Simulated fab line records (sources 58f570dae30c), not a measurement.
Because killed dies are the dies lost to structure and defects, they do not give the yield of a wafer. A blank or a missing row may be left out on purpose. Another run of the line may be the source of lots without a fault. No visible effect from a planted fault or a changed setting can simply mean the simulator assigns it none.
Which tool did it?    flow berkeley_cmos170    14 lots with 42 wafers sampled at 3 steps, on a route of 331 steps

## WHAT THE GAUGES SHOWED, per wafer
UCB170_M1_CD_MEAS_90: the cd target is 700 nm. Usual: 699.9 nm for cd_nm, sd 1.9.
lot   measured      on         cd_nm (nm)         flag
L692  day 8 01:38   cd_sem-02  696.8 697.8 698.0  
L693  day 8 16:40   cd_sem-02  698.6 699.0 699.0  
L695  day 9 05:23   cd_sem-01  704.0 700.5 702.3  
L697  day 9 09:43   cd_sem-02  699.9 699.0 700.6  
L696  day 9 12:08   cd_sem-02  700.0 701.0 700.4  
L701  day 10 12:03  cd_sem-01  694.5 694.9 698.2  
L703  day 10 19:35  cd_sem-01  701.1 701.2 702.0  
L708  day 12 08:50  cd_sem-01  702.8 701.7 703.9  
L710  day 12 13:59  cd_sem-01  - - -              OFF
L709  day 12 14:10  cd_sem-01  - - -              OFF
L712  day 13 06:50  cd_sem-02  700.3 700.2 699.6  
L713  day 13 07:05  cd_sem-01  702.6 700.5 701.4  
L715  day 13 23:30  cd_sem-01  698.9 701.6 700.6  
L714  day 13 23:52  cd_sem-02  699.8 700.4 700.3  

## WHICH TOOL RAN EACH LOT (tool, then ch and the chambers of the sampled wafers, then the start)
lot   UCB170_M1_ETCH_11                   UCB170_M1_METAL_ETCH_12
L692  rie_diel-01 ch 1,3, day 8 01:22     rie_metal-04 ch 1, day 8 01:24
L693  rie_diel-02 ch 0,3, day 8 16:22     rie_metal-04 ch 0, day 8 16:25
L695  rie_diel-01 ch 1,2,3, day 9 05:07   rie_metal-04 ch 0,1, day 9 05:10
L697  rie_diel-03 ch 1,2,3, day 9 09:26   rie_metal-02 ch 0,1, day 9 09:29
L696  rie_diel-03 ch 1,2, day 9 11:52     rie_metal-03 ch 0,1, day 9 11:54
L701  rie_diel-02 ch 1,2,3, day 10 11:46  rie_metal-04 ch 0,1, day 10 11:48
L703  rie_diel-02 ch 1,2,3, day 10 19:19  rie_metal-02 ch 0,1, day 10 19:21
L708  rie_diel-01 ch 0,3, day 12 08:30    rie_metal-03 ch 0,1, day 12 08:35
L710  rie_diel-02 ch 0,1, day 12 13:40    rie_metal-02 ch 0,1, day 12 13:45
L709  rie_diel-01 ch 0,1, day 12 13:53    rie_metal-04 ch 0,1, day 12 13:56
L712  rie_diel-01 ch 0,2,3, day 13 06:34  rie_metal-04 ch 0,1, day 13 06:36
L713  rie_diel-02 ch 1,2,3, day 13 06:43  rie_metal-02 ch 0,1, day 13 06:48
L715  rie_diel-03 ch 0,3, day 13 23:12    rie_metal-04 ch 0,1, day 13 23:15
L714  rie_diel-02 ch 0,3, day 13 23:33    rie_metal-03 ch 0,1, day 13 23:38
- UCB170_M1_ETCH_11: etches BARC in N2/H2.
- UCB170_M1_METAL_ETCH_12: etches Al in Cl2/BCl3, stops on PSG, target depth 780 nm, time 130 s.

## AS READ BY THE TOOLS THEMSELVES (means over the sampled wafers that have a number; for cases with no such wafer, the mark the record gives instead)
UCB170_M1_ETCH_11. Usual: bias_w 100.0 W, standard deviation 0.32; chamber_pressure_mTorr 29.998 mTorr, standard deviation 0.027; drypump_motor_current_A 6.0 A, standard deviation 0.39; oes_product_au 0.999 a.u., standard deviation 0.015; throttle_valve_pct 13.31 %, standard deviation 0.15.
lot   tool         bias_w (W)  chamber_pressure_mTorr (mTorr)  drypump_motor_current_A (A)  oes_product_au (a.u.)  throttle_valve_pct (%)  flag
L692  rie_diel-01  99.9        29.995                          5.6                          0.995                  13.49                   
L693  rie_diel-02  100.2       29.995                          6.2                          0.993                  13.42                   
L695  rie_diel-01  100.2       29.991                          5.8                          0.999                  13.40                   
L697  rie_diel-03  100.1       30.036                          6.1                          0.996                  13.24                   
L696  rie_diel-03  100.1       29.980                          6.4                          0.981                  13.15                   
L701  rie_diel-02  99.7        30.000                          5.8                          1.003                  13.36                   
L703  rie_diel-02  100.0       30.005                          5.7                          1.005                  13.35                   
L708  rie_diel-01  99.8        29.995                          5.8                          0.991                  13.13                   
L710  rie_diel-02  -           -                               -                            -                      -                       OFF
L709  rie_diel-01  -           -                               -                            -                      -                       OFF
L712  rie_diel-01  99.8        29.998                          5.8                          1.010                  13.23                   
L713  rie_diel-02  100.0       29.970                          5.7                          1.005                  13.36                   
L715  rie_diel-03  99.8        29.997                          5.9                          1.008                  13.42                   
L714  rie_diel-02  99.7        30.015                          6.4                          0.990                  13.44                   

UCB170_M1_METAL_ETCH_12. Usual: bcl3_flow_sccm 44.98 sccm, standard deviation 0.14; bias_w 120.0 W, standard deviation 0.35; drypump_motor_current_A 5.8 A, standard deviation 0.3; oes_product_au 0.864 a.u., standard deviation 0.01; throttle_valve_pct 24.43 %, standard deviation 0.14.
lot   tool          bcl3_flow_sccm (sccm)  bias_w (W)  drypump_motor_current_A (A)  oes_product_au (a.u.)  throttle_valve_pct (%)  flag
L692  rie_metal-04  44.77                  120.4       6.1                          0.877                  24.45                   
L693  rie_metal-04  44.95                  120.0       5.5                          0.874                  24.50                   
L695  rie_metal-04  45.04                  119.7       5.7                          0.858                  24.50                   
L697  rie_metal-02  45.09                  119.6       5.5                          0.854                  24.30                   
L696  rie_metal-03  45.06                  119.7       6.2                          0.862                  24.42                   
L701  rie_metal-04  44.93                  120.4       5.9                          0.868                  24.47                   
L703  rie_metal-02  45.01                  120.4       5.5                          0.857                  24.46                   
L708  rie_metal-03  44.92                  120.1       6.2                          0.870                  24.41                   
L710  rie_metal-02  45.08                  119.7       5.5                          0.369                  24.54                   OFF
L709  rie_metal-04  44.89                  120.2       5.7                          0.372                  24.72                   OFF
L712  rie_metal-04  44.86                  119.6       5.9                          0.871                  24.47                   
L713  rie_metal-02  45.13                  119.8       5.6                          0.854                  24.47                   
L715  rie_metal-04  44.90                  119.5       5.7                          0.862                  24.48                   
L714  rie_metal-03  44.83                  119.6       6.0                          0.875                  24.36                   

## THE ANSWER, worked out from the rows above alone
Rule: a lot counts as off when the mean over its wafers that have a number is more than 3 standard deviations away from the usual mean. Also off: a lot with no number at a reading for which 4 or more lots have one. The other lots that the step has rows for count as sound. First the gauges in route order, then the tools' own readings, where a lot's mean is used as printed above. The first step at which some lot is off is used, and at that step the reading that is off furthest; a lot without a number counts as furthest.
Off: L710, L709, at UCB170_M1_CD_MEAS_90 (cd_nm). Without a number there: L710, L709.
A tool fits if, at a process step before that reading, it ran every lot that is off, and no sound lot after the first of them. Not tried: the gauges at UCB170_M1_CD_MEAS_90; whatever is off there is also off at UCB170_M1_ETCH_11, on other tools, and gauge error can't account for it. No candidate that was tried fits.

## WHAT WAS PUT IN BY THE SIMULATOR
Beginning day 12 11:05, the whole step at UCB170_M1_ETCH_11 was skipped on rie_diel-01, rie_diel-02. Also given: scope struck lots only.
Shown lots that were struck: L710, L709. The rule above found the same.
